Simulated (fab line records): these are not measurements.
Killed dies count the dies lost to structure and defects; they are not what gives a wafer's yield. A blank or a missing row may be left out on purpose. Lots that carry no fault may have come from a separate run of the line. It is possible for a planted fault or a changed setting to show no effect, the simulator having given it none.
What tool caused it? ; flow berkeley_cmos170 ; 15 lots, 45 wafers sampled, at 4 steps of a route of 331

WHAT THE GAUGES READ, wafer by wafer
UCB170_PVT_OVL_MEAS_06. Usual: PVT_OVL typically reads -2 nm, with standard deviation 6.5.
lot;measured;on;PVT_OVL (nm);flag
L996;day 6 23:41;overlay-01;1 8 2;
L997;day 7 00:23;overlay-02;6 -1 2;
L999;day 7 05:22;overlay-02;-1 3 -3;
L100;day 7 06:28;overlay-02;-4 -13 -4;
L998;day 7 07:12;overlay-02;13 6 4;
L101;day 8 12:46;overlay-02;5 1 2;
L102;day 8 13:43;overlay-02;11 4 6;
L107;day 9 01:11;overlay-01;-1 -3 -4;
L109;day 9 16:11;overlay-01;-3 -6 -16;
L112;day 10 05:14;overlay-01;-5 -6 -9;
L111;day 10 05:17;overlay-02;-8 -4 -3;
L110;day 10 05:30;overlay-01;-8 -3 -5;
L113;day 10 10:05;overlay-01;3 -6 -3;
L118;day 10 19:53;overlay-02;-4 9 -2;
L116;day 10 19:59;overlay-01;10 1 0;

UCB170_PLDD_OVL_MEAS_07. Usual: PLDD_OVL typically reads 3 nm, with standard deviation 4.6.
lot;measured;on;PLDD_OVL (nm);flag
L996;day 7 16:12;overlay-02;4 -2 0;
L997;day 7 17:34;overlay-02;2 14 7;
L999;day 7 20:48;overlay-02;7 7 5;
L100;day 7 21:30;overlay-02;7 8 4;
L998;day 7 21:03;overlay-01;10 8 1;
L101;day 9 08:08;overlay-01;6 2 -5;
L102;day 9 09:07;overlay-02;-1 -5 5;
L107;day 9 17:00;overlay-02;4 7 5;
L109;day 10 10:43;overlay-01;-2 7 4;
L112;day 11 01:19;overlay-02;12 0 9;
L111;day 11 01:17;overlay-01;3 1 4;
L110;day 11 01:01;overlay-01;0 7 3;
L113;day 11 01:42;overlay-02;5 -1 4;
L118;day 11 18:13;overlay-02;-4 -1 8;
L116;day 11 18:34;overlay-02;1 5 0;

TOOL THAT RAN EACH LOT (tool first, then ch and the chambers of the sampled wafers, then the start)
lot;UCB170_GATE_ETCH_14;UCB170_GATE_ETCH_15
L996;rie_diel-03 ch 0,1,3, day 7 13:28;rie_si-01 ch 1,2, day 7 13:30
L997;rie_diel-03 ch 0,1,3, day 7 14:41;rie_si-01 ch 1,2, day 7 14:44
L999;rie_diel-01 ch 0,1,2, day 7 19:13;rie_si-01 ch 1,2, day 7 19:15
L100;rie_diel-01 ch 0,2, day 7 19:53;rie_si-01 ch 1,2, day 7 19:55
L998;rie_diel-04 ch 0,1,3, day 7 19:25;rie_si-02 ch 1,2, day 7 19:27
L101;rie_diel-04 ch 1,3, day 9 05:58;rie_si-02 ch 0,1,3, day 9 06:01
L102;rie_diel-01 ch 0,3, day 9 06:31;rie_si-01 ch 1,3, day 9 06:34
L107;rie_diel-03 ch 0,1,3, day 9 15:16;rie_si-02 ch 2,3, day 9 15:18
L109;rie_diel-04 ch 1,2,3, day 10 09:08;rie_si-02 ch 0,1,3, day 10 09:11
L112;rie_diel-04 ch 1,2,3, day 10 22:22;rie_si-01 ch 0,1,2, day 10 22:24
L111;rie_diel-03 ch 0,1, day 10 22:14;rie_si-02 ch 0,3, day 10 22:17
L110;rie_diel-01 ch 1,3, day 10 22:07;rie_si-01 ch 2,3, day 10 22:10
L113;rie_diel-03 ch 0,1,2, day 10 23:03;rie_si-01 ch 0,1,3, day 10 23:05
L118;rie_diel-03 ch 0,1,3, day 11 16:22;rie_si-01 ch 0,2,3, day 11 16:25
L116;rie_diel-04 ch 0,3, day 11 16:53;rie_si-01 ch 1,2,3, day 11 16:55
- UCB170_GATE_ETCH_14: etches BARC in N2/H2.
- UCB170_GATE_ETCH_15: etches poly-Si in HBr/Cl2, stops on SiO2, time 56.3 s, target depth 278.2 nm.

WHAT THE TOOLS THEMSELVES READ (means of the sampled wafers that have a number; where no wafer has one, the mark that the record gives instead)
UCB170_GATE_ETCH_14. Usual: drypump_motor_current_A 5.8 A, standard deviation 0.58; oes_product_au 1.011 a.u., standard deviation 0.021; throttle_valve_pct 13.34 %, standard deviation 0.21.
lot;tool;drypump_motor_current_A (A);oes_product_au (a.u.);throttle_valve_pct (%);flag
L996;rie_diel-03;5.9;1.003;13.23;
L997;rie_diel-03;5.9;0.997;13.24;
L999;rie_diel-01;5.7;1.010;13.54;
L100;rie_diel-01;6.1;1.030;13.58;
L998;rie_diel-04;5.5;1.010;13.23;
L101;rie_diel-04;5.4;1.031;13.16;
L102;rie_diel-01;6.3;1.031;13.52;
L107;rie_diel-03;6.0;0.999;13.23;
L109;rie_diel-04;5.8;1.019;13.25;
L112;rie_diel-04;5.8;1.025;13.26;
L111;rie_diel-03;5.5;0.997;13.34;
L110;rie_diel-01;5.7;1.027;13.50;
L113;rie_diel-03;5.5;0.990;13.18;
L118;rie_diel-03;6.0;1.005;13.24;
L116;rie_diel-04;5.5;1.000;13.30;

UCB170_GATE_ETCH_15. Usual: drypump_motor_current_A 5.6 A, standard deviation 0.35; oes_product_au 0.831 a.u., standard deviation 0.016; throttle_valve_pct 26.61 %, standard deviation 0.17.
lot;tool;drypump_motor_current_A (A);oes_product_au (a.u.);throttle_valve_pct (%);flag
L996;rie_si-01;5.9;0.827;26.68;
L997;rie_si-01;6.0;0.838;26.69;
L999;rie_si-01;5.9;0.838;26.68;
L100;rie_si-01;5.8;0.836;26.62;
L998;rie_si-02;5.7;0.845;26.69;
L101;rie_si-02;5.2;0.834;26.52;
L102;rie_si-01;5.5;0.821;26.56;
L107;rie_si-02;5.6;0.854;26.83;
L109;rie_si-02;5.2;0.849;26.51;
L112;rie_si-01;5.8;0.817;26.69;
L111;rie_si-02;5.3;0.841;26.52;
L110;rie_si-01;5.4;0.812;26.51;
L113;rie_si-01;5.6;0.820;26.66;
L118;rie_si-01;5.5;0.825;26.59;
L116;rie_si-01;5.7;0.844;26.60;

THE ANSWER, worked out from the rows above alone
Rule: lot off if the mean of its wafers having a number is beyond 3 standard deviations from the usual mean. A lot without any number at a reading at which 4 lots or more have one is off too. The other lots that the step has rows for count as sound. Order of review: gauges by route order, followed by the tools' own readings, for which a lot's mean as printed above is used. The first step at which some lot is off is used, and at that step the reading that is off furthest; a lot without a number counts as furthest.
No lot is off at any reading shown: from this, nothing can be told.

WHAT THE SIMULATOR HAD PUT IN
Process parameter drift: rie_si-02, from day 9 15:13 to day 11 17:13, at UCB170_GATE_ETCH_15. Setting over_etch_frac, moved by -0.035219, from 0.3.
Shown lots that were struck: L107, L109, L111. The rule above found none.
